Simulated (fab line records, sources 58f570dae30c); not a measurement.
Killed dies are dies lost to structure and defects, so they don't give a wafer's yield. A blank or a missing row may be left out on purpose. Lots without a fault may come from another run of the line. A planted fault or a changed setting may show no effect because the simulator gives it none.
Chamber matching | flow berkeley_cmos170 | UCB170_V1_CMP_02 on cmp-01: 3 sister chambers
The step polishes SiO2. 6 wafers are shown with their chamber, then 6 later ones without.

WAFERS WITH THEIR CHAMBER
wafer  | chamber | motor_current_A (A)
L896.3 | 1       | 16.5
L895.5 | 3       | 14.2
L902.3 | 3       | 15.4
L902.6 | 2       | 16.0
L901.4 | 1       | 16.8
L901.5 | 2       | 16.0

WAFERS WITHOUT THEIR CHAMBER
wafer  | motor_current_A (A)
L901.6 | 15.7
L907.2 | 16.1
L907.4 | 16.2
L913.1 | 15.6
L913.5 | 15.3
L913.6 | 16.3

WHICH CHAMBER EACH WENT THROUGH
wafer  | from the rows above          | in truth
L901.6 | can't be placed: 2 or 3 or 1 | 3
L907.2 | can't be placed: 2 or 1      | 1
L907.4 | can't be placed: 2 or 1      | 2
L913.1 | can't be placed: 2 or 3 or 1 | 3
L913.5 | can't be placed: 3 or 2 or 1 | 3
L913.6 | can't be placed: 2 or 1      | 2
Placed correctly: 0 of 6. Can't be placed from these rows: 6 (the true chamber is among the candidates in 6). Placed wrongly: 0.
How it was worked out, from the rows above alone: a wafer's distance from a chamber is the root of the sum, over the readings, of the square of ((its reading less the chamber's mean) divided by the reading's scatter). The wafer belongs to the nearest chamber; if the next one is less than 2 further off, it can't be placed. A chamber's mean is the mean of its shown wafers. The scatter: the root of (the sum of the squares of (reading less its chamber's mean) over the shown wafers, divided by (wafers less chambers)).
